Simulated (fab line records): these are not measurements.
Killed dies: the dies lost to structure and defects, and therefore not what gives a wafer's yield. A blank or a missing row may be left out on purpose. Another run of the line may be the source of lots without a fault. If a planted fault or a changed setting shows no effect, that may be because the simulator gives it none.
fab line records | flow ritCmos
record lots=6 | wafers=18 | lastDay=7
route steps=202 shown SILICIDE@163 CONTACT@168 M1@202
lots that met no fault: from a run of the same line without faults
startH: start of the lot's first displayed wafer, in hours after the record's first day | waitH: how many hours have passed since the lot's step before this one | " same as the row above | L1.1+2: a row that stands for several wafers | - value missing, or start not given | * or withheld: withheld | < > ~ a bound
route shown NAME@n: a module of which the file shows steps, and the number in the route of the first | usual: mean/standard deviation taken from wafers without a fault | same: alike in all rows | chamber/n: place in a boat | sites: each site's reading | _std_site: standard deviation across them | _edge_site: mean of outer sites minus mean of inner sites | radiusMm: for every site, how far away it sits from the centre of the wafer | mask NAME#n: copy n | behind: the last tool/chamber to shape the wafer | hold: why the lot was held/for how many hours/how that ended | device: transistor that didn't switch, given as n, p or np | end of line: the route-end tests of the same wafers | a step given without rows: its recipe and nothing more | killed: dies that structure and defects cost at the first sort, which is not the same as the wafer's yield | map: a wafer's dies, x killed, . not, _ none there
set.NAME: the setting as run; set.NAME@STEP: as run at that earlier step | model.NAME: the simulator's own value behind a step, which no gauge read
lots at selected steps of the route; one table per step, one row per wafer
services: a tool's chamber out of use, with start hour (startH, from the record's first day; less than 0 if before it), hours out, and reason
## steps
# step RIT_SILICIDE_RS_MEAS_02
# recipe thkMeasGauge=four-point-probe | reads=Ti_of_SILICIDE_SPUTTER_01
# usual SILICIDE_TI_RS=46.8/0.64
lot.wafer | tool         | chamber | startH | waitH | SILICIDE_TI_RS[ohm/sq]
L270.1    | filmMetro-01 | -       | 53.58  | 0.1   | 46.4
L270.4    | "            | -       | "      | "     | 46.5
L270.5    | "            | -       | "      | "     | 46.4
L273.1    | filmMetro-01 | -       | 70.38  | 0.1   | 47.0
L273.4    | "            | -       | "      | "     | 47.5
L273.6    | "            | -       | "      | "     | 47.0
L281.3    | filmMetro-03 | -       | 109.18 | 0.1   | 45.8
L281.4    | "            | -       | "      | "     | 46.0
L281.6    | "            | -       | "      | "     | 46.1
L282.3    | filmMetro-03 | -       | 112.41 | 0.1   | 47.1
L282.4    | "            | -       | "      | "     | 47.3
L282.5    | "            | -       | "      | "     | 46.7
L285.1    | filmMetro-01 | -       | 125.42 | 0.1   | 47.1
L285.4    | "            | -       | "      | "     | 47.6
L285.5    | "            | -       | "      | "     | 47.8
L292.2    | filmMetro-03 | -       | 161.52 | 0.1   | 45.7
L292.4    | "            | -       | "      | "     | 46.6
L292.5    | "            | -       | "      | "     | 47.1
# step RIT_SILICIDE_THK_MEAS_03
# recipe thkMeasGauge=xrf | reads=Ti_of_SILICIDE_SPUTTER_01
# usual SILICIDE_TI_THK=31.0/0.35
lot.wafer | tool         | chamber | startH | waitH | SILICIDE_TI_THK[nm]
L270.1    | filmMetro-01 | -       | 53.70  | 0.1   | 31.3
L270.4    | "            | -       | "      | "     | 31.2
L270.5    | "            | -       | "      | "     | 31.2
L273.1    | filmMetro-01 | -       | 70.50  | 0.1   | 31.0
L273.4    | "            | -       | "      | "     | 30.8
L273.6    | "            | -       | "      | "     | 30.7
L281.3    | filmMetro-03 | -       | 109.28 | 0.1   | 31.4
L281.4    | "            | -       | "      | "     | 31.4
L281.6    | "            | -       | "      | "     | 31.2
L282.3    | filmMetro-03 | -       | 112.51 | 0.1   | 30.7
L282.4    | "            | -       | "      | "     | 30.6
L282.5    | "            | -       | "      | "     | 31.0
L285.1    | filmMetro-01 | -       | 125.54 | 0.1   | 31.0
L285.4    | "            | -       | "      | "     | 30.8
L285.5    | "            | -       | "      | "     | 30.7
L292.2    | filmMetro-03 | -       | 161.63 | 0.1   | 31.7
L292.4    | "            | -       | "      | "     | 31.1
L292.5    | "            | -       | "      | "     | 31.0
# step RIT_SILICIDE_RTA_04
# recipe tempC=650 | timeS=10 | idleTempC=25 | rampUpS=5 | rampDownS=5 | coolToC=25 | ambient=N2
# usual wafer_temp_C_max=652.6/0.75
lot.wafer | tool         | chamber | startH | waitH | wafer_temp_C_max
L270.1    | rtpAnneal-01 | 0       | 53.76  | 0.1   | 651.6
L270.4    | "            | 0       | "      | "     | 652.1
L270.5    | "            | 0       | "      | "     | 651.6
L273.1    | rtpAnneal-02 | 0       | 70.56  | 0.1   | 652.9
L273.4    | "            | 0       | "      | "     | 652.8
L273.6    | "            | 0       | "      | "     | 653.1
L281.3    | rtpAnneal-02 | 0       | 109.37 | 0.1   | 652.7
L281.4    | "            | 0       | "      | "     | 652.2
L281.6    | "            | 0       | "      | "     | 651.9
L282.3    | rtpAnneal-02 | 0       | 112.59 | 0.1   | 653.3
L282.4    | "            | 0       | "      | "     | 652.9
L282.5    | "            | 0       | "      | "     | 652.4
L285.1    | rtpAnneal-02 | 0       | 125.60 | 0.1   | 653.6
L285.4    | "            | 0       | "      | "     | 652.4
L285.5    | "            | 0       | "      | "     | 652.1
L292.2    | rtpAnneal-01 | 0       | 161.69 | 0.1   | 652.0
L292.4    | "            | 0       | "      | "     | 652.6
L292.5    | "            | 0       | "      | "     | 652.2
# step RIT_SILICIDE_WET_ETCH_05
# recipe chemistry=SPM | target=Ti | tempC=90 | timeS=120 | dry=n2Spin
# step RIT_SILICIDE_RTA_06
# recipe tempC=750 | timeS=10 | idleTempC=25 | rampUpS=5 | rampDownS=10 | coolToC=25 | ambient=N2
# usual wafer_temp_C_max=753.0/0.82
lot.wafer | tool         | chamber | startH | waitH | wafer_temp_C_max
L270.1    | rtpAnneal-02 | 0       | 53.88  | 0.0   | 752.7
L270.4    | "            | 0       | "      | "     | 753.5
L270.5    | "            | 0       | "      | "     | 752.9
L273.1    | rtpAnneal-01 | 0       | 70.67  | 0.0   | 751.7
L273.4    | "            | 0       | "      | "     | 752.2
L273.6    | "            | 0       | "      | "     | 752.5
L281.3    | rtpAnneal-02 | 0       | 109.55 | 0.0   | 754.4
L281.4    | "            | 0       | "      | "     | 753.5
L281.6    | "            | 0       | "      | "     | 753.2
L282.3    | rtpAnneal-02 | 0       | 112.77 | 0.0   | 752.8
L282.4    | "            | 0       | "      | "     | 752.9
L282.5    | "            | 0       | "      | "     | 752.8
L285.1    | rtpAnneal-02 | 0       | 125.71 | 0.0   | 753.2
L285.4    | "            | 0       | "      | "     | 754.3
L285.5    | "            | 0       | "      | "     | 754.2
L292.2    | rtpAnneal-01 | 0       | 161.80 | 0.0   | 752.3
L292.4    | "            | 0       | "      | "     | 753.2
L292.5    | "            | 0       | "      | "     | 751.9
# step RIT_CONTACT_CVD_00
# recipe material=SiO2 | targetThkNm=400 | precursor=TEOS | tempC=390 | timeS=63.96 | rfW=400
# usual heaterPowerW=313/77
lot.wafer | tool     | chamber | startH | waitH | heaterPowerW
L270.1    | pecvd-04 | 2       | 53.94  | 0.1   | 254
L270.4    | "        | 1       | "      | "     | 252
L270.5    | "        | 0       | "      | "     | 446
L273.1    | pecvd-03 | 2       | 70.73  | 0.1   | 346
L273.4    | "        | 1       | "      | "     | 301
L273.6    | "        | 0       | "      | "     | 229
L281.3    | pecvd-03 | 2       | 109.64 | 0.1   | 277
L281.4    | "        | 2       | "      | "     | 291
L281.6    | "        | 1       | "      | "     | 361
L282.3    | pecvd-04 | 0       | 112.86 | 0.1   | 438
L282.4    | "        | 1       | "      | "     | 189
L282.5    | "        | 2       | "      | "     | 278
L285.1    | pecvd-04 | 0       | 125.78 | 0.1   | 407
L285.4    | "        | 0       | "      | "     | 422
L285.5    | "        | 1       | "      | "     | 190
L292.2    | pecvd-01 | 1       | 161.86 | 0.0   | 233
L292.4    | "        | 2       | "      | "     | 255
L292.5    | "        | 1       | "      | "     | 241
# step RIT_CONTACT_THK_MEAS_01
# recipe reads=SiO2_of_CONTACT_CVD_00
# usual CONTACT_TEOS_THK=418/6.7
lot.wafer | tool         | chamber | startH | waitH | CONTACT_TEOS_THK[nm]
L270.1    | filmMetro-04 | -       | 53.99  | 0.0   | 408
L270.4    | "            | -       | "      | "     | 425
L270.5    | "            | -       | "      | "     | 428
L273.1    | filmMetro-01 | -       | 70.78  | 0.0   | 410
L273.4    | "            | -       | "      | "     | 410
L273.6    | "            | -       | "      | "     | 417
L281.3    | filmMetro-02 | -       | 109.71 | 0.0   | 414
L281.4    | "            | -       | "      | "     | 419
L281.6    | "            | -       | "      | "     | 418
L282.3    | filmMetro-04 | -       | 112.93 | 0.0   | 415
L282.4    | "            | -       | "      | "     | 415
L282.5    | "            | -       | "      | "     | 415
L285.1    | filmMetro-01 | -       | 125.83 | 0.0   | 419
L285.4    | "            | -       | "      | "     | 428
L285.5    | "            | -       | "      | "     | 422
L292.2    | filmMetro-04 | -       | 161.92 | 0.0   | 422
L292.4    | "            | -       | "      | "     | 419
L292.5    | "            | -       | "      | "     | 422
# step RIT_CONTACT_HMDS_02
# recipe primeTimeS=60 | primeTempC=140
# step RIT_CONTACT_COAT_03
# recipe resist=NOVOLAK | spinRpm=3250 | resistThkNm=1000
# step RIT_CONTACT_SOFTBAKE_04
# recipe resist=NOVOLAK | tempC=90 | timeS=60
# step RIT_CONTACT_EXPOSE_05
# recipe maskId=M11 | na=0.6 | sourceShape=conventional | sigmaOuter=0.5 | targetCdNm=1000 | doseMj=250
# step RIT_CONTACT_PEB_06
# recipe resist=NOVOLAK | tempC=withheld | timeS=withheld
# step RIT_CONTACT_DEVELOP_07
# recipe resist=NOVOLAK | developTimeS=120 | devTempC=23
# usual developerTempC=23.00/0.11 | exhaustPa=45.0/0.93
lot.wafer | tool          | chamber | startH | waitH | developerTempC | exhaustPa
L270.1    | lithoTrack-04 | 0       | 54     | -     | 23.16          | 45.7
L270.4    | "             | 0       | "      | "     | 23.16          | 46.0
L270.5    | "             | 0       | "      | "     | 22.96          | 44.7
L273.1    | lithoTrack-03 | 0       | 71     | -     | 23.03          | 43.1
L273.4    | "             | 0       | "      | "     | 22.97          | 43.2
L273.6    | "             | 0       | "      | "     | 22.99          | 43.2
L281.3    | lithoTrack-03 | 0       | 110    | -     | 22.20          | 48.5
L281.4    | "             | 0       | "      | "     | 22.44          | 45.9
L281.6    | "             | 0       | "      | "     | 22.46          | 46.5
L282.3    | lithoTrack-03 | 0       | 114    | -     | 22.47          | 44.5
L282.4    | "             | 0       | "      | "     | 22.44          | 44.6
L282.5    | "             | 0       | "      | "     | 22.53          | 45.0
L285.1    | lithoTrack-01 | 0       | 126    | -     | 23.03          | 42.9
L285.4    | "             | 0       | "      | "     | 22.93          | 44.9
L285.5    | "             | 0       | "      | "     | 22.98          | 45.1
L292.2    | lithoTrack-01 | 0       | 162    | -     | 22.97          | 44.1
L292.4    | "             | 0       | "      | "     | 22.95          | 44.0
L292.5    | "             | 0       | 163    | -     | 22.87          | 44.7
# step RIT_CONTACT_CD_MEAS_08
# recipe targetCdNm=1000
# usual cdNm=1000.1/2.3
lot.wafer | tool     | chamber | startH | waitH | cdNm
L270.1    | cdSem-02 | -       | 55.03  | -     | 1001.4
L270.4    | "        | -       | "      | "     | 1002.1
L270.5    | "        | -       | "      | "     | 1001.3
L273.1    | cdSem-02 | -       | 71.93  | -     | 1000.0
L273.4    | "        | -       | "      | "     | 1002.9
L273.6    | "        | -       | "      | "     | 999.8
L281.3    | cdSem-02 | -       | 110.75 | -     | 1004.7
L281.4    | "        | -       | "      | "     | 1004.1
L281.6    | "        | -       | "      | "     | 1002.7
L282.3    | cdSem-01 | -       | 114.32 | -     | 999.0
L282.4    | "        | -       | "      | "     | 999.4
L282.5    | "        | -       | "      | "     | 1000.5
L285.1    | cdSem-02 | -       | 126.98 | -     | 1002.7
L285.4    | "        | -       | "      | "     | 1002.7
L285.5    | "        | -       | "      | "     | 1002.7
L292.2    | cdSem-01 | -       | 163.13 | -     | 1001.0
L292.4    | "        | -       | "      | "     | 999.7
L292.5    | "        | -       | "      | "     | 998.7
# step RIT_M1_PROBE_99
# usual killedAtContacts=0.1/0.29 | killedAtFrontEnd=6/3 | killedDies=7/3.1 | killedOpen=3.2/1.9 | killedShort=3.3/1.9
# same grossDies=264 | killed_at_M0_to_M3=0 | killed_at_M4_up=0 | killedAtBackSide=0 | killedAtOther=0
lot.wafer | tool      | chamber | startH | waitH | killedAtContacts | killedAtFrontEnd | killedDies | killedOpen | killedShort
L273.1    | prober-01 | -       | 77.35  | 0.1   | 0                | 6                | 6          | 3          | 3
L273.4    | prober-01 | -       | 77.50  | 0.2   | 0                | 12               | 12         | 7          | 5
L273.6    | prober-01 | -       | 77.60  | 0.2   | 0                | 4                | 4          | 1          | 3
L282.3    | prober-02 | -       | 120.17 | 0.2   | 0                | 11               | 11         | 7          | 4
L282.4    | prober-02 | -       | 120.22 | 0.2   | 0                | 8                | 8          | 5          | 3
L282.5    | prober-02 | -       | 120.27 | 0.2   | 0                | 10               | 10         | 4          | 6
L292.2    | prober-01 | -       | 168.72 | 0.1   | 0                | 3                | 3          | 1          | 2
L292.4    | prober-01 | -       | 168.82 | 0.2   | 0                | 5                | 5          | 1          | 4
L292.5    | prober-01 | -       | 168.87 | 0.2   | 0                | 6                | 6          | 2          | 4
# killed by level:class
L273.1 FOX1:geometricParticle:short=2 GATE:geometricParticle:open=2 SPACER:geometricParticle:open=1 SPACER:geometricParticle:short=1
L273.4 SPACER:geometricParticle:open=4 SPACER:geometricParticle:short=3 GATE:geometricParticle:short=2 FOX1:geometricParticle:open=1 GATE:geometricParticle:open=1 SILICIDE:geometricParticle:open=1
L273.6 FOX1:geometricParticle:short=2 FOX2:geometricParticle:open=1 GATE:geometricParticle:short=1
L282.3 FOX2:geometricParticle:open=3 FOX1:geometricParticle:short=2 FOX1:geometricParticle:open=2 FOX2:geometricParticle:short=1 SPACER:geometricParticle:open=1 SILICIDE:geometricParticle:open=1 SILICIDE:geometricParticle:short=1
L282.4 FOX1:geometricParticle:open=2 GATE:geometricParticle:short=2 GATE:geometricParticle:open=2 FOX2:geometricParticle:short=1 SILICIDE:geometricParticle:open=1
L282.5 FOX1:geometricParticle:short=2 GATE:geometricParticle:open=2 SILICIDE:geometricParticle:short=2 FOX1:geometricParticle:open=1 FOX2:geometricParticle:open=1 GATE:geometricParticle:short=1 REOX:geometricParticle:short=1
L292.2 GATE:geometricParticle:open=1 REOX:geometricParticle:short=1 SPACER:geometricParticle:short=1
L292.4 GATE:geometricParticle:short=2 SPACER:geometricParticle:short=2 GATE:geometricParticle:open=1
L292.5 SILICIDE:geometricParticle:short=4 GATE:geometricParticle:open=1 SILICIDE:geometricParticle:open=1
## services
tool         | chamber | startH | hours | kind
pecvd-03     | 1       | 35.03  | 3.7   | repair
rtpAnneal-01 | -       | 76.97  | 56.8  | pm
pecvd-01     | 1       | 87.87  | 16.6  | repair
pecvd-01     | 1       | 123.04 | 6.6   | repair
pecvd-03     | 1       | 128.76 | 14.4  | repair
pecvd-03     | 0       | 133.02 | 20.5  | repair
rtpAnneal-02 | -       | 133.77 | 3.7   | pm
## key
firstSign step=RIT_CONTACT_DEVELOP_07 | reading=developerTempC | direction=down | sigmas=5.1 | usual=* | struck=*
effect none on later readings
metAt RIT_CONTACT_DEVELOP_07
struckWafers L281.3,L281.4,L281.6,L282.3,L282.4,L282.5
testerLeftOut L281,L282
onsetBetween 71 110
fault kind=processParameterDrift | tool=lithoTrack-03 | chamber=- | onsetH=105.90 | steps=RIT_CONTACT_DEVELOP_07 | channel=devTempC | offset=* | shape=step | endH=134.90 | actsIn=* | stated=*
# testerLeftOut: of these lots the tester's yield and bins aren't shown, on N5 and GAA mostly nor the transistor test; their killed dies are dies lost to structure and defects alone, not to doping, threshold or leakage, so they don't give the yield
